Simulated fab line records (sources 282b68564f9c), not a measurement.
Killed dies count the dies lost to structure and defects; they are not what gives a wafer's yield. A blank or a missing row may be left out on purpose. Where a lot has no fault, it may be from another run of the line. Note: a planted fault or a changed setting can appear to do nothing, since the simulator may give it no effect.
The tool behind it: which one? + flow rit cmos + Sampling: 13 lots, 39 wafers, 4 of 202 route steps

WHAT THE GAUGES SHOWED, per wafer
RIT_M1_THK_MEAS_02: measures by xrf. Usual: M1_AL_THK 381 nm, standard deviation 4.7.
| lot  | measured    | on            | M1_AL_THK (nm) | flag |
|------|-------------|---------------|----------------|------|
| L222 | day 3 05:50 | film metro-04 | 383 376 381    |      |
| L223 | day 3 12:28 | film metro-04 | 381 382 377    |      |
| L224 | day 3 17:16 | film metro-04 | 380 384 383    |      |
| L225 | day 4 00:38 | film metro-03 | 393 391 385    |      |
| L226 | day 4 02:35 | film metro-04 | 375 380 378    |      |
| L227 | day 4 06:04 | film metro-01 | 384 381 382    |      |
| L228 | day 4 14:55 | film metro-01 | 378 385 377    |      |
| L229 | day 4 21:23 | film metro-04 | 377 383 374    |      |
| L230 | day 5 02:31 | film metro-04 | 392 378 389    |      |
| L231 | day 5 05:01 | film metro-03 | 373 380 376    |      |
| L232 | day 5 09:49 | film metro-04 | 379 373 377    |      |
| L242 | day 7 11:19 | film metro-04 | 379 379 378    |      |
| L244 | day 7 19:49 | film metro-04 | 373 379 379    |      |

RIT_M1_CD_MEAS_90: the cd target is 2600 nm. Usual: cd nm 2600 nm, standard deviation 3.4.
| lot  | measured    | on        | cd nm (nm)     | flag |
|------|-------------|-----------|----------------|------|
| L222 | day 3 07:49 | cd sem-02 | 2604 2601 2600 |      |
| L223 | day 3 14:30 | cd sem-01 | 2593 2594 2601 |      |
| L224 | day 3 19:18 | cd sem-02 | 2600 2598 2600 |      |
| L225 | day 4 02:31 | cd sem-01 | 2600 2604 2597 |      |
| L226 | day 4 05:02 | cd sem-01 | 2602 2599 2598 |      |
| L227 | day 4 08:15 | cd sem-01 | 2601 2598 2599 |      |
| L228 | day 4 16:49 | cd sem-02 | 2603 2602 2601 |      |
| L229 | day 4 23:40 | cd sem-01 | 2599 2599 2597 |      |
| L230 | day 5 04:31 | cd sem-01 | 2603 2603 2603 |      |
| L231 | day 5 06:59 | cd sem-01 | 2605 2603 2602 |      |
| L232 | day 5 11:50 | cd sem-01 | 2598 2602 2602 |      |
| L242 | day 7 13:17 | cd sem-01 | 2607 2604 2600 |      |
| L244 | day 7 21:40 | cd sem-02 | 2599 2601 2602 |      |

WHAT TOOL EACH LOT RAN ON (gives the tool, then ch and the chambers of the sampled wafers, and finally the start)
| lot  | RIT_PRETRO_STRIP_09                 | RIT_NSD_COAT_01                  |
|------|-------------------------------------|----------------------------------|
| L222 | plasma asher-03 ch 0,1, day 2 08:37 | litho track-03 ch 0, day 2 22:50 |
| L223 | plasma asher-02 ch 0,1, day 2 14:57 | litho track-03 ch 0, day 3 05:35 |
| L224 | plasma asher-04 ch 0,1, day 2 19:06 | litho track-03 ch 0, day 3 10:07 |
| L225 | plasma asher-02 ch 0,1, day 2 22:54 | litho track-01 ch 0, day 3 17:18 |
| L226 | plasma asher-02 ch 0,1, day 3 02:55 | litho track-03 ch 0, day 3 19:36 |
| L227 | plasma asher-03 ch 0,1, day 3 08:28 | litho track-01 ch 0, day 3 22:40 |
| L228 | plasma asher-02 ch 0,1, day 3 16:19 | litho track-01 ch 0, day 4 07:26 |
| L229 | plasma asher-03 ch 0,1, day 3 19:30 | litho track-03 ch 0, day 4 14:21 |
| L230 | plasma asher-02 ch 0,1, day 4 03:22 | litho track-01 ch 0, day 4 19:31 |
| L231 | plasma asher-03 ch 0,1, day 4 06:26 | litho track-01 ch 0, day 4 22:08 |
| L232 | plasma asher-03 ch 0,1, day 4 10:38 | litho track-01 ch 0, day 5 02:29 |
| L242 | plasma asher-04 ch 0,1, day 6 13:46 | litho track-04 ch 0, day 7 04:14 |
| L244 | plasma asher-02 ch 1, day 6 22:05   | litho track-04 ch 0, day 7 12:47 |
- RIT_PRETRO_STRIP_09: strips in O2, time 180 s.
- RIT_NSD_COAT_01: resist thk 1000 nm.

WHAT THE TOOLS THEMSELVES READ (means of the sampled wafers that have a number; where no wafer has one, the mark that the record gives instead)
RIT_PRETRO_STRIP_09. Usual: drypump motor current A 5.8 A, standard deviation 0.36.
| lot  | tool            | drypump motor current A (A) | flag |
|------|-----------------|-----------------------------|------|
| L222 | plasma asher-03 | 5.6                         |      |
| L223 | plasma asher-02 | 6.3                         |      |
| L224 | plasma asher-04 | 5.6                         |      |
| L225 | plasma asher-02 | 6.0                         |      |
| L226 | plasma asher-02 | 6.3                         |      |
| L227 | plasma asher-03 | 5.7                         |      |
| L228 | plasma asher-02 | 6.1                         |      |
| L229 | plasma asher-03 | 5.7                         |      |
| L230 | plasma asher-02 | 6.3                         |      |
| L231 | plasma asher-03 | 5.7                         |      |
| L232 | plasma asher-03 | 5.6                         |      |
| L242 | plasma asher-04 | 5.5                         |      |
| L244 | plasma asher-02 | 5.8                         |      |

RIT_NSD_COAT_01. Usual: spin speed rpm 3250.0 rpm, standard deviation 2.7.
| lot  | tool           | spin speed rpm (rpm) | flag |
|------|----------------|----------------------|------|
| L222 | litho track-03 | 3248.4               |      |
| L223 | litho track-03 | 3250.7               |      |
| L224 | litho track-03 | 3249.3               |      |
| L225 | litho track-01 | 3249.4               |      |
| L226 | litho track-03 | 3250.6               |      |
| L227 | litho track-01 | 3252.3               |      |
| L228 | litho track-01 | 3251.6               |      |
| L229 | litho track-03 | 3248.8               |      |
| L230 | litho track-01 | 3245.8               |      |
| L231 | litho track-01 | 3250.2               |      |
| L232 | litho track-01 | 3253.0               |      |
| L242 | litho track-04 | 3437.3               | OFF  |
| L244 | litho track-04 | 3440.2               | OFF  |

THE ANSWER, worked out from the rows above alone
Rule: take the mean of a lot's wafers that have a number; if it is more than 3 standard deviations from the usual mean, the lot is off. Also off: a lot with no number at a reading for which 4 or more lots have one. Any other lot the step has rows for is counted as sound. First the gauges in route order, then the tools' own readings, where a lot's mean is used as printed above. The first step at which some lot is off is used, and at that step the reading that is off furthest; a lot without a number counts as furthest.
Off, at RIT_NSD_COAT_01 on spin speed rpm: L242, L244.
If a tool, at that step or one of the process steps before it, ran each lot that is off and ran no sound lot following the first of them, it fits. One candidate fits, namely litho track-04 at RIT_NSD_COAT_01. It ran no sound lot before its first lot that is off in this sample, so the start can't be narrowed down.
The tool's own readings at RIT_NSD_COAT_01 bear it out: on the lots that are off they differ by more than 5 times the standard deviation of the sound lots' means. spin speed rpm reads 3438.8 rpm there against 3250.0 rpm on the sound lots.

WHAT WAS PUT IN BY THE SIMULATOR
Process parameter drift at RIT_NSD_COAT_01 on litho track-04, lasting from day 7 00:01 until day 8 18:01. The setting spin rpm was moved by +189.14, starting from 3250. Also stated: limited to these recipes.
Lots struck among those shown: L242, L244. The rule above reached the same finding.
